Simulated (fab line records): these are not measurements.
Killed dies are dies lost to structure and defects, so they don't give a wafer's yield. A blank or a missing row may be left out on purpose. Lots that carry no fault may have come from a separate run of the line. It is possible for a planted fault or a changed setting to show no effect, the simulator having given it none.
Matching of chambers | flow berkeley cmos170 | rie diel-01 running UCB170_CONTACT_ETCH_17: 4 sister chambers
The step etches BARC in N2/H2. 8 wafers are shown with their chamber, then 7 later ones without.

## WAFERS, EACH WITH ITS CHAMBER
wafer  | chamber | throttle valve pct (%) | oes product au (a.u.)
L123.1 | 1       | 13.24                  | 1.010
L125.1 | 2       | 13.30                  | 0.974
L125.4 | 1       | 13.25                  | 1.022
L128.2 | 3       | 13.25                  | 1.017
L128.3 | 0       | 13.57                  | 1.018
L128.5 | 3       | 13.23                  | 1.005
L129.1 | 2       | 13.29                  | 0.968
L129.2 | 0       | 13.56                  | 1.018

## WAFERS MISSING THEIR CHAMBER
wafer  | throttle valve pct (%) | oes product au (a.u.)
L129.5 | 13.27                  | 0.974
L137.1 | 13.23                  | 0.992
L137.4 | 13.30                  | 0.952
L137.6 | 13.31                  | 0.960
L139.1 | 13.25                  | 1.001
L139.2 | 13.28                  | 0.969
L139.5 | 13.58                  | 1.015

## THE CHAMBER EACH PASSED THROUGH
wafer  | from the rows above     | in truth
L129.5 | 2                       | 2
L137.1 | can't be placed: 3 or 1 | 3
L137.4 | 2                       | 2
L137.6 | 2                       | 2
L139.1 | can't be placed: 3 or 1 | 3
L139.2 | 2                       | 2
L139.5 | 0                       | 0
5 of 7 placed correctly. Can't be placed from these rows: 2 (the true chamber is among the candidates in 2). Placed wrongly: 0.
How it was worked out, from the rows above alone: a wafer's distance from a chamber is the root of the sum, over the readings, of the square of ((its reading less the chamber's mean) divided by the reading's scatter). The wafer belongs to the nearest chamber; if the next one is less than 2 further off, it can't be placed. The mean given for a chamber averages the wafers shown for that chamber. The scatter: the root of (the sum of the squares of (reading less its chamber's mean) over the shown wafers, divided by (wafers less chambers)).
